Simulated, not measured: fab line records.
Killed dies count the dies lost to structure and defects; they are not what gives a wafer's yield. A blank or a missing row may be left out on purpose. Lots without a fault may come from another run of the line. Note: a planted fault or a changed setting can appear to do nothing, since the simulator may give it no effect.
fab line records | flow ritCmos
[record] lots = 7 wafers = 21 lastDay = 8
route steps=202 shown GATE@84
lots that met no fault: taken from a fault-free run of the same line
startH: start of the lot's first displayed wafer, in hours after the record's first day | waitH: hours elapsed since this lot's preceding step | " the same as in the row above | L1.1+2: several wafers, shown together as one row | - value missing, or start not given | * or withheld: withheld | < > ~ a bound
route shown NAME@n: names a module that has steps shown in the file, with the first one's number in the route | usual: mean/standard deviation of fault-free wafers | same: alike in all rows | chamber/n: place in a boat | sites: per-site readings | _std_site: how widely they spread, as a standard deviation | _edge_site: mean of outer sites minus mean of inner sites | radiusMm: how far each site lies from the wafer's centre | mask NAME#n: copy n | behind: the tool/chamber that last shaped the wafer | hold: why the lot was held/for how many hours/how that ended | device: which transistor (n, p or np) failed to switch | end of line: at the end of the route, the tests of the same wafers | a step with no rows: only its recipe | killed: at the first sort, the dies lost to defects and structure; wafer yield is something else | map: per-die view of a wafer (x killed, . not killed, _ where there is no die)
set.NAME: the run value of the setting; set.NAME@STEP: its run value at that earlier step | model.NAME: the simulator's own value behind a step, which no gauge read
lots seen at some steps along the route; tables by step, rows by wafer
services: the hour from which a tool's chamber was out of use, counted from the record's first day as startH (under 0 if before that day), plus the number of hours and why
[[steps]]
[step RIT_GATE_CVD_08]
[recipe] material = poly-Si targetThkNm = 250 tempC = 610 precursor = SiH4 timeS = 2220 pressureMtorr = 300 sih4FlowSccm = 100
[step RIT_GATE_THK_MEAS_09]
[recipe] reads = poly-Si_of_GATE_CVD_08
[usual] GATE_POLY_THK = 250.5/2.1
// columns lot.wafer tool chamber startH waitH GATE_POLY_THK[nm]
L266.1 filmMetro-03 - 61.34 0.0 249.1
L266.4 " - " " 247.9
L266.6 " - " " 250.5
L267.2 filmMetro-02 - 66.06 0.0 249.0
L267.3 " - " " 247.9
L267.5 " - " " 250.0
L268.1 filmMetro-02 - 74.79 0.0 252.8
L268.5 " - " " 251.6
L268.6 " - " " 250.9
L269.3 filmMetro-02 - 79.00 0.0 251.0
L269.4 " - " " 250.6
L269.6 " - " " 252.8
L276.2 filmMetro-02 - 113.52 0.0 250.7
L276.3 " - " " 252.6
L276.4 " - " " 251.7
L279.2 filmMetro-04 - 135.29 0.0 250.1
L279.5 " - " " 249.8
L279.6 " - " " 250.0
L284.4 filmMetro-02 - 158.29 0.0 248.9
L284.5 " - " " 250.1
L284.6 " - " " 251.1
[step RIT_GATE_HMDS_10]
[recipe] primeTimeS = 60 primeTempC = 140
[step RIT_GATE_COAT_11]
[recipe] resist = NOVOLAK spinRpm = 4250 resistThkNm = 850
[step RIT_GATE_SOFTBAKE_12]
[recipe] resist = NOVOLAK tempC = 90 timeS = 60
[step RIT_GATE_EXPOSE_13]
[recipe] maskId = M6 na = 0.6 sourceShape = conventional sigmaOuter = 0.6 targetCdNm = 150 doseMj = 377.3
[step RIT_GATE_PEB_14]
[recipe] resist = NOVOLAK tempC = withheld timeS = withheld
[step RIT_GATE_DEVELOP_15]
[recipe] resist = NOVOLAK developTimeS = 50 devTempC = 23
[step RIT_GATE_CD_MEAS_16]
[recipe] targetCdNm = 150
[usual] cdNm = 150.2/2.5
// columns lot.wafer tool chamber startH waitH cdNm
L266.1 cdSem-01 - 62.38 - 148.7
L266.4 " - " " 148.0
L266.6 " - " " 147.5
L267.2 cdSem-01 - 66.98 - 152.6
L267.3 " - " " 148.6
L267.5 " - " " 151.3
L268.1 cdSem-01 - 75.70 - 146.9
L268.5 " - " " 149.2
L268.6 " - " " 147.3
L269.3 cdSem-02 - 80.05 - 155.8
L269.4 " - " " 154.8
L269.6 " - " " 155.4
L276.2 cdSem-02 - 114.44 - 155.3
L276.3 " - " " 153.4
L276.4 " - " " 153.2
L279.2 cdSem-01 - 136.37 - 150.8
L279.5 " - " " 149.0
L279.6 " - " " 148.7
L284.4 cdSem-01 - 159.35 - 145.9
L284.5 " - " " 149.1
L284.6 " - " " 148.2
[step RIT_GATE_OVL_MEAS_17]
[usual] GATE_OVL = -0.3/1.3
// columns lot.wafer tool chamber startH waitH GATE_OVL[nm]
L266.1 overlay-02 - 62.50 0.1 0.8
L266.4 " - " " 1.6
L266.6 " - " " 0.8
L267.2 overlay-01 - 67.09 0.1 0.5
L267.3 " - " " 0.0
L267.5 " - " " -1.7
L268.1 overlay-01 - 75.82 0.1 -1.6
L268.5 " - " " -0.2
L268.6 " - " " -0.6
L269.3 overlay-01 - 80.15 0.1 0.8
L269.4 " - " " -0.2
L269.6 " - " " 0.6
L276.2 overlay-02 - 114.54 0.1 -1.6
L276.3 " - " " -2.9
L276.4 " - " " -1.4
L279.2 overlay-02 - 136.48 0.1 -1.3
L279.5 " - " " -0.6
L279.6 " - " " -0.6
L284.4 overlay-02 - 159.43 0.1 0.7
L284.5 " - " " 2.3
L284.6 " - " " 0.5
[step RIT_GATE_HARDBAKE_18]
[recipe] resist = NOVOLAK tempC = 140 timeS = 60
[step RIT_GATE_ETCH_19]
[recipe] chemistry = SF6/CHF3/O2 timeS = 165 SF6_flow_sccm = 30 CHF3_flow_sccm = 30 O2_flow_sccm = 5 target = poly-Si pressureMtorr = 40 rfW = 160 targetDepthA = 3125 overEtchFrac = 0.25 stopOn = SiO2
[usual] O2_flow_sccm = 4.999/0.016 drypumpMotorCurrentA = 5.8/0.56 oesProductAu = 0.846/0.012 throttleValvePct = 10.27/0.14
[same] overEtchFrac = 0.25
// columns lot.wafer tool chamber startH waitH O2_flow_sccm drypumpMotorCurrentA oesProductAu rfHoursCounterH throttleValvePct
L266.1 rieSi-01 0 62.68 0.1 5.014 5.6 0.842 101 10.32
L266.4 " 1 " " 4.975 6.0 0.843 47 10.24
L266.6 " 3 " " 4.986 6.8 0.835 - 10.21
L267.2 rieSi-02 3 67.27 0.1 5.009 5.4 0.837 0 10.54
L267.3 " 2 " " 4.967 5.3 0.856 18 10.37
L267.5 " 2 " " 4.995 5.2 0.864 - 10.38
L268.1 rieSi-01 2 76.01 0.1 5.003 5.2 0.836 79 10.25
L268.5 " 2 " " 5.006 5.2 0.836 - 10.27
L268.6 " 3 " " 4.987 6.7 0.834 - 10.18
L269.3 rieSi-02 2 80.32 0.1 5.002 5.2 0.865 18 10.37
L269.4 " 1 " " 5.001 5.6 0.856 90 10.06
L269.6 " 1 " " 4.969 5.6 0.858 - 10.04
L276.2 rieSi-01 0 114.72 0.1 4.982 5.6 0.842 101 10.32
L276.3 " 3 " " 4.995 6.8 0.836 10 10.20
L276.4 " 2 " " 5.007 5.2 0.831 79 10.25
L279.2 rieSi-02 2 136.88 0.1 5.003 5.2 0.858 19 10.39
L279.5 " 3 " " 5.002 5.3 0.839 - 10.52
L279.6 " 2 " " 4.996 5.2 0.859 - 10.39
L284.4 rieSi-01 0 159.60 0.1 4.995 5.6 0.845 102 10.31
L284.5 " 0 " " 4.997 5.6 0.848 - 10.31
L284.6 " 3 " " 5.016 6.8 0.838 - 10.19
[step RIT_GATE_STRIP_20]
[recipe] chemistry = O2 timeS = 180 resist = NOVOLAK platenTempC = withheld powerW = 500 pressureMtorr = 4000 o2FlowSccm = 4000
[usual] chamberPressureMTorr = 4000/4.3 drypumpMotorCurrentA = 6.0/0.55
// columns lot.wafer tool chamber startH waitH chamberPressureMTorr drypumpMotorCurrentA rfHoursCounterH model.NOVOLAK_of_GATE_COAT_11.thkNm
L266.1 plasmaAsher-02 0 62.79 0.1 4001 5.4 25 0
L266.4 " 0 " " 3999 5.4 - 0
L266.6 " 0 " " 4004 5.4 - 0
L267.2 plasmaAsher-01 0 67.38 0.1 - - - 673.2
L267.3 " 1 " " - - - 666.8
L267.5 " 1 " " - - - 667.4
L268.1 plasmaAsher-02 1 76.12 0.1 - - - 665.2
L268.5 " 1 " " - - - 666
L268.6 " 0 " " - - - 665.2
L269.3 plasmaAsher-04 0 80.49 0.1 - - - 665.3
L269.4 " 1 " " - - - 670.7
L269.6 " 0 " " - - - 672.3
L276.2 plasmaAsher-02 1 114.90 0.1 3998 6.5 31 0
L276.3 " 0 " " 3997 5.4 - 0
L276.4 " 1 " " 4003 6.5 - 0
L279.2 plasmaAsher-01 1 136.99 0.1 4001 6.3 54 0
L279.5 " 1 " " 3996 6.3 - 0
L279.6 " 0 " " 4001 5.7 - 0
L284.4 plasmaAsher-04 1 159.76 0.1 3996 5.2 - 0
L284.5 " 0 " " 3998 6.6 - 0
L284.6 " 1 " " 3996 5.2 - 0
[step RIT_GATE_CD_MEAS_90]
[recipe] targetCdNm = 150
[usual] cdNm = 150.3/2.5
// columns lot.wafer tool chamber startH waitH cdNm
L266.1 cdSem-02 - 62.97 0.1 148.5
L266.4 " - " " 147.7
L266.6 " - " " 147.9
L267.2 cdSem-01 - 67.57 0.1 152.4
L267.3 " - " " 148.7
L267.5 " - " " 151.3
L268.1 cdSem-01 - 76.29 0.1 147.4
L268.5 " - " " 149.4
L268.6 " - " " 147.2
L269.3 cdSem-01 - 80.64 0.1 155.6
L269.4 " - " " 154.6
L269.6 " - " " 155.5
L276.2 cdSem-02 - 115.10 0.1 155.5
L276.3 " - " " 153.3
L276.4 " - " " 153.3
L279.2 cdSem-02 - 137.18 0.1 150.5
L279.5 " - " " 149.1
L279.6 " - " " 148.3
L284.4 cdSem-02 - 159.94 0.1 145.9
L284.5 " - " " 149.6
L284.6 " - " " 148.2
[[services]]
// columns tool chamber startH hours kind
rieSi-02 0 67.12 6.8 repair
rieSi-01 3 97.94 8.9 repair
plasmaAsher-04 - 108.75 9.0 pm
plasmaAsher-04 0 108.75 9.0 ventCycle
plasmaAsher-04 1 108.75 9.0 ventCycle
plasmaAsher-04 0 117.75 - clean
plasmaAsher-04 1 117.75 - clean
rieSi-01 - 131.26 0.5 repair
rieSi-01 - 133.85 2.8 pm
[[key]]
[firstSign] step = RIT_GATE_STRIP_20 reading = toolRecord direction = missing
effect none on later readings
[modelEffect] step = RIT_GATE_STRIP_20 value = NOVOLAK_of_GATE_COAT_11.thkNm without = 0 struck = 668
metAt RIT_GATE_STRIP_20
struckWafers L267.2,L267.3,L267.5,L268.1,L268.5,L268.6,L269.3,L269.4,L269.6
laterRowsLeftOut L267.2,L267.3,L267.5,L268.1,L268.5,L268.6,L269.3,L269.4,L269.6
sortLeftOut L267.2,L267.3,L267.5,L268.1,L268.5,L268.6,L269.3,L269.4,L269.6
testerLeftOut L267,L268,L269
onsetBetween 62.79 67.38
[fault] kind = skippedStepWhole tool = plasmaAsher-01,plasmaAsher-02,plasmaAsher-04 chamber = - onsetH = 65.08 steps = RIT_GATE_STRIP_20 scope = struckLotsOnly
// testerLeftOut: of these lots the tester's yield and bins aren't shown, on N5 and GAA mostly nor the transistor test; their killed dies are dies lost to structure and defects alone, not to doping, threshold or leakage, so they don't give the yield
// sortLeftOut: the simulated sort isn't trusted on such a fault, so these wafers' sort isn't shown, and their yield isn't known
// laterRowsLeftOut: the simulator's readings of these wafers behind a module that went badly wrong aren't trusted and aren't shown, but for the sort
